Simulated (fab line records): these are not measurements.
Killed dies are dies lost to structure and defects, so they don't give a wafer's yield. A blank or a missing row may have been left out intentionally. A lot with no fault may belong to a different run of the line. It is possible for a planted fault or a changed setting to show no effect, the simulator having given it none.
fab line records -- flow rit-cmos
[record] lots = 6, wafers = 18, last-day = 7
route steps=202 shown FOX2@24 NWELL@28 PWELL@39 WELLDRIVE@50 M1@202
lots with no fault: from the same line, run without faults
start-h: start of the lot's first displayed wafer, in hours after the record's first day -- wait-h: hours from the lot's prior step to this one -- " the same as in the row above -- L1.1+2: several wafers, shown together as one row -- - no value, or no start was given -- * or withheld: withheld -- < > ~ a bound
route shown NAME@n: a module of which the file shows steps, and the number in the route of the first -- usual: mean and standard deviation over wafers with no fault -- same: alike in all rows -- chamber/n: place in a boat -- sites: per-site readings -- _std_site: their standard deviation -- _edge_site: outer sites' mean less inner sites' -- radius-mm: for every site, how far away it sits from the centre of the wafer -- mask NAME#n: copy n -- behind: tool/chamber where the wafer was last shaped -- hold: reason for holding the lot/hours on hold/outcome of the hold -- device: whichever transistor did not switch (one of n, p or np) -- end of line: the tests these same wafers got at the end of their route -- a step without rows: its recipe alone -- killed: at the first sort, the dies lost to defects and structure; wafer yield is something else -- map: per-die view of a wafer (x killed, . not killed, _ where there is no die)
set.NAME: the setting as run; set.NAME@STEP: as run at that earlier step -- model.NAME: the simulator's own value behind a step, which no gauge read
certain route steps with their lots: each step a table, each wafer a row
services: the hour from which a tool's chamber was out of use, counted from the record's first day as start-h (under 0 if before that day), plus the number of hours and why
[[steps]]
[step RIT_FOX2_THK_MEAS_01]
[recipe] reads = SiO2_of_FOX2_OXIDATION_00
[usual] FOX2_OXIDE_THK = 352/6.9
lot.wafer,tool,chamber,start-h,wait-h,FOX2_OXIDE_THK[nm]
L131.1,film-metro-04,-,22.47,0.0,345
L131.2,film-metro-04,-,22.47,0.0,344
L131.3,film-metro-04,-,22.47,0.0,348
L133.1,film-metro-03,-,28.59,0.0,348
L133.2,film-metro-03,-,28.59,0.0,355
L133.4,film-metro-03,-,28.59,0.0,349
L142.1,film-metro-04,-,75.82,0.0,351
L142.3,film-metro-04,-,75.82,0.0,341
L142.4,film-metro-04,-,75.82,0.0,341
L143.1,film-metro-04,-,79.76,0.0,360
L143.2,film-metro-04,-,79.76,0.0,352
L143.4,film-metro-04,-,79.76,0.0,365
L147.1,film-metro-03,-,100.18,0.0,347
L147.2,film-metro-03,-,100.18,0.0,342
L147.6,film-metro-03,-,100.18,0.0,343
L150.1,film-metro-04,-,114.63,0.0,366
L150.5,film-metro-04,-,114.63,0.0,357
L150.6,film-metro-04,-,114.63,0.0,363
[step RIT_FOX2_CLEAN_02]
[recipe] chemistry = dHF, dilution = 50:1, time-s = 180
[step RIT_FOX2_WET_ETCH_03]
[recipe] chemistry = H3PO4, target = Si3N4, target-depth-nm = 195, temp-c = 165, time-s = 2700
[step RIT_FOX2_THK_MEAS_90]
[recipe] reads = SiO2_of_FOX2_OXIDATION_00
[usual] FIELD_OXIDE_LEFT_1_THK = 325/6.9
lot.wafer,tool,chamber,start-h,wait-h,FIELD_OXIDE_LEFT_1_THK[nm]
L131.1,film-metro-03,-,23.34,0.0,318
L131.2,film-metro-03,-,23.34,0.0,317
L131.3,film-metro-03,-,23.34,0.0,321
L133.1,film-metro-03,-,29.47,0.0,321
L133.2,film-metro-03,-,29.47,0.0,327
L133.4,film-metro-03,-,29.47,0.0,322
L142.1,film-metro-04,-,76.69,0.0,324
L142.3,film-metro-04,-,76.69,0.0,314
L142.4,film-metro-04,-,76.69,0.0,314
L143.1,film-metro-03,-,80.64,0.0,332
L143.2,film-metro-03,-,80.64,0.0,325
L143.4,film-metro-03,-,80.64,0.0,338
L147.1,film-metro-04,-,101.05,0.0,320
L147.2,film-metro-04,-,101.05,0.0,315
L147.6,film-metro-04,-,101.05,0.0,316
L150.1,film-metro-04,-,115.51,0.0,339
L150.5,film-metro-04,-,115.51,0.0,329
L150.6,film-metro-04,-,115.51,0.0,335
[step RIT_NWELL_HMDS_00]
[recipe] prime-time-s = 60, prime-temp-c = 140
[step RIT_NWELL_COAT_01]
[recipe] resist = NOVOLAK, spin-rpm = 2000, resist-thk-nm = 1300
[step RIT_NWELL_SOFTBAKE_02]
[recipe] resist = NOVOLAK, temp-c = 90.46, time-s = 60
[step RIT_NWELL_EXPOSE_03]
[recipe] mask-id = M2, na = 0.57, target-cd-nm = 43900, dose-mj = 250
[step RIT_NWELL_PEB_04]
[recipe] resist = NOVOLAK, temp-c = withheld, time-s = withheld
[step RIT_NWELL_DEVELOP_05]
[recipe] resist = NOVOLAK, develop-time-s = 68, dev-temp-c = 23
[step RIT_NWELL_OVL_MEAS_06]
[usual] NWELL_OVL = 0.9/1.3
lot.wafer,tool,chamber,start-h,wait-h,NWELL_OVL[nm]
L131.1,overlay-01,-,24.28,-,0.9
L131.2,overlay-01,-,24.28,-,-1.3
L131.3,overlay-01,-,24.28,-,-0.8
L133.1,overlay-01,-,30.41,-,-0.9
L133.2,overlay-01,-,30.41,-,0.5
L133.4,overlay-01,-,30.41,-,0.7
L142.1,overlay-02,-,77.63,-,0.9
L142.3,overlay-02,-,77.63,-,1.8
L142.4,overlay-02,-,77.63,-,1.3
L143.1,overlay-01,-,81.58,-,2.4
L143.2,overlay-01,-,81.58,-,0.4
L143.4,overlay-01,-,81.58,-,2.8
L147.1,overlay-02,-,101.99,-,0.9
L147.2,overlay-02,-,101.99,-,0.1
L147.6,overlay-02,-,101.99,-,-0.8
L150.1,overlay-02,-,116.45,-,2.6
L150.5,overlay-02,-,116.45,-,1.6
L150.6,overlay-02,-,116.45,-,2.2
[step RIT_NWELL_HARDBAKE_07]
[recipe] resist = NOVOLAK, temp-c = 140, time-s = 120
[step RIT_NWELL_IMPLANT_08]
[recipe] species = P, energy-kev = 170, dose-cm2 = 5e+13, tilt-deg = 7
[usual] dose-ions-cm2 = 5e+13/5.8e+10, end-station-pressure-torr = 5.15e-06/2.9e-07, faraday-current-uA = 159/3.3
lot.wafer,tool,chamber,start-h,wait-h,dose-ions-cm2,end-station-pressure-torr,faraday-current-uA
L131.1,implanter-04,0,24.57,0.2,4.998e+13,5.17e-06,158
L131.2,implanter-04,0,24.57,0.2,5.006e+13,5.75e-06,157
L131.3,implanter-04,0,24.57,0.2,5.007e+13,5.19e-06,167
L133.1,implanter-03,0,30.69,0.2,5.006e+13,5.34e-06,154
L133.2,implanter-03,0,30.69,0.2,4.998e+13,4.89e-06,156
L133.4,implanter-03,0,30.69,0.2,5.004e+13,5.03e-06,158
L142.1,implanter-03,0,77.92,0.2,7.655e+13,4.7e-06,241
L142.3,implanter-03,0,77.92,0.2,7.663e+13,5.35e-06,254
L142.4,implanter-03,0,77.92,0.2,7.66e+13,5.47e-06,245
L143.1,implanter-03,0,81.86,0.2,7.663e+13,5.2e-06,248
L143.2,implanter-03,0,81.86,0.2,7.657e+13,5.56e-06,243
L143.4,implanter-03,0,81.86,0.2,7.646e+13,4.93e-06,235
L147.1,implanter-04,0,102.28,0.2,5.002e+13,5e-06,160
L147.2,implanter-04,0,102.28,0.2,5.006e+13,4.96e-06,159
L147.6,implanter-04,0,102.28,0.2,4.998e+13,5.46e-06,158
L150.1,implanter-01,0,116.73,0.2,5e+13,5.16e-06,156
L150.5,implanter-01,0,116.73,0.2,4.998e+13,5.03e-06,155
L150.6,implanter-01,0,116.73,0.2,4.991e+13,4.84e-06,157
[step RIT_NWELL_STRIP_09]
[recipe] chemistry = O2, time-s = 180, resist = NOVOLAK, platen-temp-c = withheld, power-w = 500, pressure-mtorr = 4000, o2-flow-sccm = 4000
[usual] chamber-pressure-mTorr = 4000/3.6, drypump-motor-current-A = 5.46/0.3
lot.wafer,tool,chamber,start-h,wait-h,chamber-pressure-mTorr,drypump-motor-current-A,rf-hours-counter-h
L131.1,plasma-asher-04,0,24.72,0.1,3996,5.19,24
L131.2,plasma-asher-04,1,24.72,0.1,4000,5.37,24
L131.3,plasma-asher-04,0,24.72,0.1,4005,5.22,-
L133.1,plasma-asher-01,0,30.84,0.1,4002,5.75,36
L133.2,plasma-asher-01,1,30.84,0.1,3996,5.27,36
L133.4,plasma-asher-01,0,30.84,0.1,3997,5.76,-
L142.1,plasma-asher-01,0,78.07,0.1,4004,5.72,42
L142.3,plasma-asher-01,0,78.07,0.1,4001,5.71,-
L142.4,plasma-asher-01,1,78.07,0.1,4006,5.27,-
L143.1,plasma-asher-03,1,82.01,0.1,3998,6.13,42
L143.2,plasma-asher-03,0,82.01,0.1,4002,6.23,42
L143.4,plasma-asher-03,1,82.01,0.1,4003,6.07,-
L147.1,plasma-asher-04,0,102.43,0.1,4000,5.18,34
L147.2,plasma-asher-04,1,102.43,0.1,4002,5.32,34
L147.6,plasma-asher-04,1,102.43,0.1,4000,5.37,-
L150.1,plasma-asher-04,0,116.88,0.1,3998,5.18,35
L150.5,plasma-asher-04,0,116.88,0.1,4001,5.21,-
L150.6,plasma-asher-04,1,116.88,0.1,4005,5.36,-
[step RIT_NWELL_TW_MEAS_10]
[usual] NWELL_TW = 2152/11
lot.wafer,tool,chamber,start-h,wait-h,NWELL_TW
L131.1,film-metro-04,-,24.89,0.1,2160
L131.2,film-metro-04,-,24.89,0.1,2172
L131.3,film-metro-04,-,24.89,0.1,2162
L133.1,film-metro-01,-,31.02,0.1,2145
L133.2,film-metro-01,-,31.02,0.1,2156
L133.4,film-metro-01,-,31.02,0.1,2146
L142.1,film-metro-01,-,78.24,0.1,2468
L142.3,film-metro-01,-,78.24,0.1,2460
L142.4,film-metro-01,-,78.24,0.1,2453
L143.1,film-metro-04,-,82.19,0.1,2470
L143.2,film-metro-04,-,82.19,0.1,2464
L143.4,film-metro-04,-,82.19,0.1,2474
L147.1,film-metro-03,-,102.60,0.1,2157
L147.2,film-metro-03,-,102.60,0.1,2150
L147.6,film-metro-03,-,102.60,0.1,2147
L150.1,film-metro-04,-,117.06,0.1,2177
L150.5,film-metro-04,-,117.06,0.1,2168
L150.6,film-metro-04,-,117.06,0.1,2163
[step RIT_PWELL_HMDS_00]
[recipe] prime-time-s = 60, prime-temp-c = 140
[step RIT_PWELL_COAT_01]
[recipe] resist = NOVOLAK, spin-rpm = 2000, resist-thk-nm = 1300
[step RIT_PWELL_SOFTBAKE_02]
[recipe] resist = NOVOLAK, temp-c = 90, time-s = 60
[step RIT_PWELL_EXPOSE_03]
[recipe] mask-id = M3, na = 0.57, target-cd-nm = 43700, dose-mj = 250
[step RIT_PWELL_PEB_04]
[recipe] resist = NOVOLAK, temp-c = withheld, time-s = withheld
[step RIT_PWELL_DEVELOP_05]
[recipe] resist = NOVOLAK, develop-time-s = 68, dev-temp-c = 23
[step RIT_PWELL_OVL_MEAS_06]
[usual] PWELL_OVL = -0.7/1.3
lot.wafer,tool,chamber,start-h,wait-h,PWELL_OVL[nm]
L131.1,overlay-01,-,25.98,-,2.3
L131.2,overlay-01,-,25.98,-,-0.2
L131.3,overlay-01,-,25.98,-,-0.6
L133.1,overlay-01,-,32.42,-,-1.3
L133.2,overlay-01,-,32.42,-,-0.9
L133.4,overlay-01,-,32.42,-,0.1
L142.1,overlay-01,-,79.31,-,-0.4
L142.3,overlay-01,-,79.31,-,-1.2
L142.4,overlay-01,-,79.31,-,0.8
L143.1,overlay-02,-,83.13,-,0.0
L143.2,overlay-02,-,83.13,-,-1.2
L143.4,overlay-02,-,83.13,-,-0.2
L147.1,overlay-02,-,103.67,-,0.3
L147.2,overlay-02,-,103.67,-,1.8
L147.6,overlay-02,-,103.67,-,0.5
L150.1,overlay-02,-,118.33,-,-1.2
L150.5,overlay-02,-,118.33,-,0.3
L150.6,overlay-02,-,118.33,-,-3.1
[step RIT_PWELL_HARDBAKE_07]
[recipe] resist = NOVOLAK, temp-c = 140, time-s = 120
[step RIT_PWELL_IMPLANT_08]
[recipe] species = B, energy-kev = 167.3, dose-cm2 = 7e+13, tilt-deg = 7
[step RIT_PWELL_STRIP_09]
[recipe] chemistry = O2, time-s = 180, resist = NOVOLAK, platen-temp-c = withheld, power-w = 500, pressure-mtorr = 4000, o2-flow-sccm = 4000
[usual] chamber-pressure-mTorr = 4000/3.9, drypump-motor-current-A = 5.7/0.39
lot.wafer,tool,chamber,start-h,wait-h,chamber-pressure-mTorr,drypump-motor-current-A,rf-hours-counter-h
L131.1,plasma-asher-01,1,26.42,0.1,3999,5.3,36
L131.2,plasma-asher-01,0,26.42,0.1,3993,5.7,36
L131.3,plasma-asher-01,1,26.42,0.1,3998,5.3,-
L133.1,plasma-asher-03,0,32.99,0.1,3998,6.2,40
L133.2,plasma-asher-03,1,32.99,0.1,3998,6.0,40
L133.4,plasma-asher-03,1,32.99,0.1,4001,6.1,-
L142.1,plasma-asher-03,1,79.74,0.1,4015,6.1,42
L142.3,plasma-asher-03,1,79.74,0.1,4002,6.1,-
L142.4,plasma-asher-03,0,79.74,0.1,4002,6.2,-
L143.1,plasma-asher-03,0,83.57,0.1,4000,6.3,42
L143.2,plasma-asher-03,1,83.57,0.1,4005,6.1,42
L143.4,plasma-asher-03,0,83.57,0.1,4004,6.3,-
L147.1,plasma-asher-01,0,104.10,0.1,3995,5.7,45
L147.2,plasma-asher-01,1,104.10,0.1,3998,5.3,45
L147.6,plasma-asher-01,0,104.10,0.1,3999,5.8,-
L150.1,plasma-asher-02,0,118.99,0.1,4008,6.4,0
L150.5,plasma-asher-02,1,118.99,0.1,3997,5.4,-
L150.6,plasma-asher-02,0,118.99,0.1,3995,6.4,-
[step RIT_PWELL_TW_MEAS_10]
[usual] PWELL_TW = 955/6.1
lot.wafer,tool,chamber,start-h,wait-h,PWELL_TW
L131.1,film-metro-03,-,26.59,0.1,962
L131.2,film-metro-03,-,26.59,0.1,952
L131.3,film-metro-03,-,26.59,0.1,957
L133.1,film-metro-03,-,33.16,0.1,954
L133.2,film-metro-03,-,33.16,0.1,947
L133.4,film-metro-03,-,33.16,0.1,952
L142.1,film-metro-03,-,79.92,0.1,946
L142.3,film-metro-03,-,79.92,0.1,944
L142.4,film-metro-03,-,79.92,0.1,941
L143.1,film-metro-03,-,83.74,0.1,949
L143.2,film-metro-03,-,83.74,0.1,941
L143.4,film-metro-03,-,83.74,0.1,948
L147.1,film-metro-04,-,104.28,0.1,966
L147.2,film-metro-04,-,104.28,0.1,961
L147.6,film-metro-04,-,104.28,0.1,961
L150.1,film-metro-04,-,119.16,0.1,967
L150.5,film-metro-04,-,119.16,0.1,959
L150.6,film-metro-04,-,119.16,0.1,964
[step RIT_WELLDRIVE_ANNEAL_00]
[recipe] temp-c = 1100, time-s = 14700, ambient = N2
[step RIT_WELLDRIVE_RS_MEAS_01]
[recipe] thk-meas-gauge = four-point-probe
[usual] NWELL_RS = 275.4/0.72
lot.wafer,tool,chamber,start-h,wait-h,NWELL_RS[ohm/sq]
L131.1,film-metro-03,-,32.14,0.0,275.2
L131.2,film-metro-03,-,32.14,0.0,275.4
L131.3,film-metro-03,-,32.14,0.0,275.1
L133.1,film-metro-03,-,38.53,0.0,275.2
L133.2,film-metro-03,-,38.53,0.0,275.3
L133.4,film-metro-03,-,38.53,0.0,275.6
L142.1,film-metro-03,-,85.06,0.0,212.8
L142.3,film-metro-03,-,85.06,0.0,213.3
L142.4,film-metro-03,-,85.06,0.0,212.7
L143.1,film-metro-04,-,90.15,0.0,213.7
L143.2,film-metro-04,-,90.15,0.0,213.6
L143.4,film-metro-04,-,90.15,0.0,213.7
L147.1,film-metro-03,-,109.90,0.0,275.9
L147.2,film-metro-03,-,109.90,0.0,275.3
L147.6,film-metro-03,-,109.90,0.0,275.1
L150.1,film-metro-04,-,124.80,0.0,275.4
L150.5,film-metro-04,-,124.80,0.0,275.7
L150.6,film-metro-04,-,124.80,0.0,276.4
[step RIT_WELLDRIVE_RS_MEAS_02]
[recipe] thk-meas-gauge = four-point-probe
[usual] PWELL_RS = 429.9/1.3
lot.wafer,tool,chamber,start-h,wait-h,PWELL_RS[ohm/sq]
L131.1,film-metro-03,-,32.26,0.1,428.9
L131.2,film-metro-03,-,32.26,0.1,429.6
L131.3,film-metro-03,-,32.26,0.1,428.7
L133.1,film-metro-03,-,38.65,0.1,431.7
L133.2,film-metro-03,-,38.65,0.1,432.7
L133.4,film-metro-03,-,38.65,0.1,432.1
L142.1,film-metro-03,-,85.18,0.1,432.4
L142.3,film-metro-03,-,85.18,0.1,431.9
L142.4,film-metro-03,-,85.18,0.1,432.6
L143.1,film-metro-04,-,90.27,0.1,430.8
L143.2,film-metro-04,-,90.27,0.1,432.1
L143.4,film-metro-04,-,90.27,0.1,432.2
L147.1,film-metro-03,-,110.02,0.1,426.7
L147.2,film-metro-03,-,110.02,0.1,427.9
L147.6,film-metro-03,-,110.02,0.1,427.5
L150.1,film-metro-04,-,124.92,0.1,428.3
L150.5,film-metro-04,-,124.92,0.1,429.6
L150.6,film-metro-04,-,124.92,0.1,428.5
[step RIT_M1_PROBE_99]
[usual] killed-at-contacts = 0.1/0.25, killed-at-front-end = 7/3.3, killed-dies = 7/3.2, killed-open = 3.6/2.2, killed-short = 3.5/2
[same] gross-dies = 264, killed_at_M0_to_M3 = 0, killed_at_M4_up = 0, killed-at-back-side = 0, killed-at-other = 0
lot.wafer,tool,chamber,start-h,wait-h,killed-at-contacts,killed-at-front-end,killed-dies,killed-open,killed-short,model.etest.pmos_0p3.r-on-ohm-um,model.etest.pmos-turned.r-on-ohm-um,model.etest.pmos_0p15.r-on-ohm-um,model.etest.nwell-pinched.rs-ohm-sq,model.etest.well-edge-left.line-ohm-um,model.etest.well-edge-right.line-ohm-um,model.etest.pmos_0p15.drive-ua-um,model.etest.pmos-turned.drive-ua-um
L131.1,prober-02,-,61.45,0.1,0,7,7,4,3,6478,3713,2986,343.7,185.4,182.3,235.8,170.7
L131.2,prober-02,-,61.50,0.1,0,10,10,6,4,6276,3579,2827,335,182.2,181.6,247.4,179.9
L131.3,prober-02,-,61.55,0.2,0,7,7,5,2,6351,3625,2908,337.7,182.4,182.1,242,176.1
L133.1,prober-02,-,68.93,0.1,0,15,15,7,8,6179,3323,2665,335.3,183,184.2,267.1,195.9
L133.2,prober-02,-,68.98,0.1,0,10,10,7,3,6349,3410,2725,339.3,183.9,181.8,261.5,191.3
L133.4,prober-02,-,69.08,0.2,0,13,13,3,10,6214,3259,2607,341.6,183.3,182.4,271.4,202.6
L142.1,prober-01,-,118.25,0.1,0,2,2,1,1,6596,3490,2790,257.8,135.6,136.2,240.3,176
L142.3,prober-01,-,118.35,0.2,0,1,1,0,1,6715,3580,2838,259,136,135.8,234.9,170.7
L142.4,prober-01,-,118.40,0.2,0,7,7,3,4,6766,3570,2854,256.8,133.2,135.2,236.2,171.5
L143.1,prober-02,-,121.45,0.1,0,7,7,2,5,6946,3855,2953,261.5,136.9,135.8,230.1,150.4
L143.2,prober-02,-,121.50,0.1,0,6,6,0,6,6952,3955,3036,259.7,135,135.5,220.9,149.9
L143.4,prober-02,-,121.60,0.2,1,5,6,4,2,7019,3930,3028,257,135.1,133.9,216.4,148.7
L147.1,prober-02,-,140.84,0.1,0,9,9,2,7,6465,3595,2896,345.7,181.7,184.7,246.1,180.8
L147.2,prober-02,-,140.89,0.1,0,4,4,1,3,6400,3374,2751,337.9,184,182.9,254.5,193.7
L147.6,prober-02,-,141.09,0.2,0,9,9,5,4,6521,3607,2911,338.6,181.9,183.2,243,178.5
L150.1,prober-01,-,168.05,0.1,0,8,8,2,6,6272,3316,2687,338.3,186.4,183.8,263.7,197.3
L150.5,prober-01,-,168.25,0.2,0,5,5,0,5,6234,3344,2700,336.5,183.5,185.1,264.4,196.4
L150.6,prober-01,-,168.30,0.2,0,10,10,7,3,6183,3341,2694,340.1,184.4,185.3,266.2,198.2
// killed by level:class
L131.1 REOX:geometric-particle:short=2 SPACER:geometric-particle:open=2 FOX2:geometric-particle:open=1 REOX:geometric-particle:open=1 SPACER:geometric-particle:short=1
L131.2 FOX2:geometric-particle:open=2 GATE:geometric-particle:open=2 REOX:geometric-particle:short=2 FOX1:geometric-particle:short=1 GATE:geometric-particle:short=1 REOX:geometric-particle:open=1 SPACER:geometric-particle:open=1
L131.3 REOX:geometric-particle:open=2 SPACER:geometric-particle:short=2 GATE:geometric-particle:open=1 SPACER:geometric-particle:open=1 SILICIDE:geometric-particle:open=1
L133.1 SILICIDE:geometric-particle:open=4 REOX:geometric-particle:short=3 FOX1:geometric-particle:short=2 FOX2:geometric-particle:short=1 FOX2:geometric-particle:open=1 GATE:geometric-particle:open=1 GATE:geometric-particle:short=1 SPACER:geometric-particle:open=1
L133.2 GATE:geometric-particle:open=3 SILICIDE:geometric-particle:open=2 FOX1:geometric-particle:open=1 FOX1:geometric-particle:short=1 GATE:geometric-particle:short=1 SPACER:geometric-particle:open=1 SILICIDE:geometric-particle:short=1
L133.4 FOX1:geometric-particle:short=3 SILICIDE:geometric-particle:short=3 REOX:geometric-particle:short=2 SPACER:geometric-particle:short=2 GATE:geometric-particle:open=1 REOX:geometric-particle:open=1 SILICIDE:geometric-particle:open=1
L142.1 FOX1:geometric-particle:open=1 FOX2:geometric-particle:short=1
L142.3 REOX:geometric-particle:short=1
L142.4 GATE:geometric-particle:short=3 GATE:geometric-particle:open=2 FOX1:geometric-particle:short=1 FOX1:geometric-particle:open=1
L143.1 GATE:geometric-particle:short=3 GATE:geometric-particle:open=2 SILICIDE:geometric-particle:short=2
L143.2 GATE:geometric-particle:short=3 REOX:geometric-particle:short=2 SILICIDE:geometric-particle:short=1
L143.4 GATE:geometric-particle:open=2 FOX2:geometric-particle:open=1 SPACER:geometric-particle:short=1 SILICIDE:geometric-particle:short=1 CONTACT:geometric-particle:open=1
L147.1 GATE:geometric-particle:short=3 SILICIDE:geometric-particle:short=3 GATE:geometric-particle:open=2 REOX:geometric-particle:short=1
L147.2 GATE:geometric-particle:open=1 GATE:geometric-particle:short=1 REOX:geometric-particle:short=1 SPACER:geometric-particle:short=1
L147.6 GATE:geometric-particle:short=2 GATE:geometric-particle:open=2 SPACER:geometric-particle:short=2 SPACER:geometric-particle:open=2 REOX:geometric-particle:open=1
L150.1 ACTIVE:geometric-particle:short=2 FOX1:geometric-particle:short=2 FOX1:geometric-particle:open=1 GATE:geometric-particle:short=1 GATE:geometric-particle:open=1 SPACER:geometric-particle:short=1
L150.5 GATE:geometric-particle:short=3 FOX2:geometric-particle:short=1 SILICIDE:geometric-particle:short=1
L150.6 GATE:geometric-particle:open=3 SPACER:geometric-particle:open=2 FOX1:geometric-particle:open=1 GATE:geometric-particle:short=1 SPACER:geometric-particle:short=1 SILICIDE:geometric-particle:open=1 SILICIDE:geometric-particle:short=1
[[services]]
tool,chamber,start-h,hours,kind
implanter-01,-,20.77,13.2,repair
plasma-asher-03,-,41.29,28.1,pm
implanter-03,-,50.78,3.0,pm
implanter-03,-,56.03,3.3,repair
plasma-asher-02,-,57.74,2.3,repair
implanter-03,-,65.24,1.3,repair
plasma-asher-03,-,102.36,0.6,repair
plasma-asher-02,-,108.75,9.0,pm
plasma-asher-02,0,108.75,9.0,vent-cycle
plasma-asher-02,1,108.75,9.0,vent-cycle
plasma-asher-02,0,117.75,-,clean
plasma-asher-02,1,117.75,-,clean
[[key]]
[first-sign] step = RIT_NWELL_IMPLANT_08, reading = dose-ions-cm2, direction = up, sigmas = 99+, usual = 5e+13, struck = 7.657e+13
[effect] step = RIT_NWELL_IMPLANT_08, reading = faraday-current-uA, direction = up, sigmas = 26, usual = 159, struck = 244
[effect] step = RIT_NWELL_TW_MEAS_10, reading = NWELL_TW, direction = up, sigmas = 30, usual = 2152, struck = 2465
[effect] step = RIT_WELLDRIVE_RS_MEAS_01, reading = NWELL_RS, direction = down, sigmas = 87, usual = 275.4, struck = 213.3
[model-effect] step = RIT_M1_PROBE_99, value = etest.pmos_0p3.r-on-ohm-um, without = 6298, struck = 6832
met-at RIT_NWELL_IMPLANT_08
struck-wafers L142.1,L142.3,L142.4,L143.1,L143.2,L143.4
tester-left-out L142,L143
onset-between 30.69 77.92
[fault] kind = process-parameter-drift, tool = implanter-03, chamber = -, onset-h = 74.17, steps = RIT_NWELL_IMPLANT_08, channel = dose-cm2, offset = 2.6569e+13, shape = step, end-h = 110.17, acts-in = these-recipes-only, stated = 5e+13
// tester-left-out: of these lots the tester's yield and bins aren't shown, on N5 and GAA mostly nor the transistor test; their killed dies are dies lost to structure and defects alone, not to doping, threshold or leakage, so they don't give the yield
